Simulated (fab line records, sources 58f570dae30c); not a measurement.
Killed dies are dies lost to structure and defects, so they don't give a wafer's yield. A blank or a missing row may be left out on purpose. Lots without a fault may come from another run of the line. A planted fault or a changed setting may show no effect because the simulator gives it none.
Which tool did it? | flow berkeley_cmos170 | 13 lots, 39 wafers sampled, at 4 steps of a route of 331

WHAT THE GAUGES READ, wafer by wafer
UCB170_NWELL_OVL_MEAS_12.
lot  | measured    | on         | NWELL_OVL (nm)
L243 | day 2 17:20 | overlay-01 | -7 -10 -5
L244 | day 3 01:53 | overlay-01 | -2 -4 -2
L252 | day 4 14:55 | overlay-02 | -10 -16 -10
L254 | day 4 21:42 | overlay-01 | -13 -11 -2
L257 | day 5 07:19 | overlay-01 | -4 -7 -11
L256 | day 5 07:02 | overlay-02 | -8 -7 -12
L258 | day 5 16:27 | overlay-01 | -2 1 -9
L259 | day 5 16:16 | overlay-01 | 0 -2 -15
L260 | day 6 01:55 | overlay-02 | -3 7 6
L261 | day 6 09:07 | overlay-02 | -6 -9 -5
L262 | day 6 16:54 | overlay-02 | 3 -3 6
L264 | day 6 23:00 | overlay-01 | 4 -10 -3
L265 | day 7 09:22 | overlay-01 | -5 -6 2

UCB170_SCREENOX_THK_MEAS_02.
lot  | measured     | on            | SCREENOX_OXIDE_THK (nm)
L243 | day 6 17:30  | film_metro-03 | 15.1 14.9 15.1
L244 | day 6 17:29  | film_metro-01 | 14.7 14.9 15.0
L252 | day 8 23:12  | film_metro-01 | 16.9 16.7 16.7
L254 | day 9 14:42  | film_metro-01 | 16.5 16.5 16.5
L257 | day 9 14:38  | film_metro-04 | 14.5 14.6 14.6
L256 | day 9 14:39  | film_metro-01 | 16.4 16.6 16.9
L258 | day 9 23:44  | film_metro-04 | 14.0 14.0 14.1
L259 | day 9 23:44  | film_metro-03 | 14.0 13.9 14.2
L260 | day 10 08:34 | film_metro-04 | 14.5 14.3 14.6
L261 | day 10 17:11 | film_metro-03 | 14.2 14.3 14.3
L262 | day 10 17:09 | film_metro-04 | 14.6 14.5 14.4
L264 | day 10 17:13 | film_metro-04 | 14.8 14.2 14.8
L265 | day 11 12:36 | film_metro-04 | 14.5 14.2 14.3

UCB170_GATE_THK_MEAS_02.
lot  | measured     | on            | GATE_OXIDE_THK (nm)
L243 | day 7 14:08  | film_metro-01 | 6.65 6.49 6.59
L244 | day 7 14:09  | film_metro-02 | 6.70 6.56 6.48
L252 | day 9 16:22  | film_metro-02 | 6.65 6.54 6.48
L254 | day 10 06:55 | film_metro-02 | 6.52 6.51 6.57
L257 | day 10 06:58 | film_metro-04 | 6.69 6.60 6.65
L256 | day 10 06:55 | film_metro-01 | 6.49 6.51 6.63
L258 | day 10 16:47 | film_metro-02 | 6.80 6.85 6.89
L259 | day 10 16:47 | film_metro-01 | 6.64 6.72 6.49
L260 | day 11 01:41 | film_metro-04 | 6.72 6.58 6.73
L261 | day 11 11:00 | film_metro-02 | 6.94 6.66 6.82
L262 | day 11 10:56 | film_metro-02 | 6.61 6.38 6.66
L264 | day 11 10:57 | film_metro-01 | 6.59 6.75 6.62
L265 | day 12 06:22 | film_metro-02 | 6.50 6.71 6.49

WHICH TOOL RAN EACH LOT (tool, then ch and the chambers of the sampled wafers, then the start)
lot  | UCB170_ZERO_STRIP_07
L243 | plasma_asher-03 ch 0,1, day 2 01:08
L244 | plasma_asher-02 ch 0, day 2 08:04
L252 | plasma_asher-04 ch 0,1, day 3 20:50
L254 | plasma_asher-03 ch 1, day 4 05:43
L257 | plasma_asher-03 ch 0,1, day 4 16:29
L256 | plasma_asher-04 ch 0,1, day 4 17:04
L258 | plasma_asher-02 ch 0,1, day 5 00:29
L259 | plasma_asher-03 ch 0,1, day 5 02:56
L260 | plasma_asher-03 ch 0,1, day 5 09:25
L261 | plasma_asher-02 ch 0, day 5 16:44
L262 | plasma_asher-02 ch 0,1, day 6 00:11
L264 | plasma_asher-04 ch 0,1, day 6 07:02
L265 | plasma_asher-03 ch 0,1, day 6 15:38
- UCB170_ZERO_STRIP_07: strips in O2.

WHAT THE TOOLS THEMSELVES READ (means of the sampled wafers that have a number; where no wafer has one, the mark that the record gives instead)
UCB170_ZERO_STRIP_07.
lot  | tool            | chamber_pressure_mTorr (mTorr) | drypump_motor_current_A (A) | oes_product_au (a.u.) | strip_time_to_endpoint_s (s)
L243 | plasma_asher-03 | 3497                           | 5.4                         | 0.730                 | 21.42
L244 | plasma_asher-02 | 3499                           | 6.5                         | 0.731                 | 21.46
L252 | plasma_asher-04 | 3499                           | 5.8                         | 0.726                 | 21.50
L254 | plasma_asher-03 | 3504                           | 5.6                         | 0.726                 | 21.44
L257 | plasma_asher-03 | 3501                           | 5.4                         | 0.728                 | 21.49
L256 | plasma_asher-04 | 3497                           | 5.9                         | 0.730                 | 21.45
L258 | plasma_asher-02 | 3502                           | 5.6                         | 0.724                 | 21.41
L259 | plasma_asher-03 | 3501                           | 5.4                         | 0.731                 | 21.53
L260 | plasma_asher-03 | 3500                           | 5.4                         | 0.731                 | 21.46
L261 | plasma_asher-02 | 3501                           | 6.4                         | 0.727                 | 21.42
L262 | plasma_asher-02 | 3500                           | 6.0                         | 0.735                 | 21.44
L264 | plasma_asher-04 | 3501                           | 5.9                         | 0.730                 | 21.53
L265 | plasma_asher-03 | 3501                           | 5.2                         | 0.728                 | 21.53

THE ANSWER, worked out from the rows above alone
Rule: what is usual is taken from the lots themselves. Put in order of their means at a reading, lots are off if they are a third of the lots or fewer, leave a main group of 4 or more, and stand apart from it by a gap of 3 or more times the standard deviation of the main group's means; of several such gaps the widest counts. A main group whose means are all the same, to the digits that the tables above print for the reading, isn't used. A lot without any number at a reading at which 4 lots or more have one is off too. The other lots that the step has rows for count as sound. The gauges are gone through in route order, then the tools' own readings, and for those a lot's mean is taken as printed above. The first step at which some lot is off is used, and at that step the reading that is off furthest; a lot without a number counts as furthest.
Off: L252, L254, L256, at UCB170_SCREENOX_THK_MEAS_02 (SCREENOX_OXIDE_THK). The main group: mean 14.5 nm, standard deviation 0.31.
A tool fits if, at a process step before that reading, it ran every lot that is off, and no sound lot after the first of them. The gauges at UCB170_SCREENOX_THK_MEAS_02 are tried like those tools. One fits: film_metro-01 at UCB170_SCREENOX_THK_MEAS_02. Its last sound lot is L244 (day 6 17:29), its first lot that is off L252 (day 8 23:12): a fault that began between those two fits.

WHAT THE SIMULATOR HAD PUT IN
Metrology matching offset: film_metro-01, from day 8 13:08 on, at UCB170_SCREENOX_THK_MEAS_02. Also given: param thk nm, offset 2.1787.
Lots struck among those shown: L252, L254, L256. The rule above found the same.
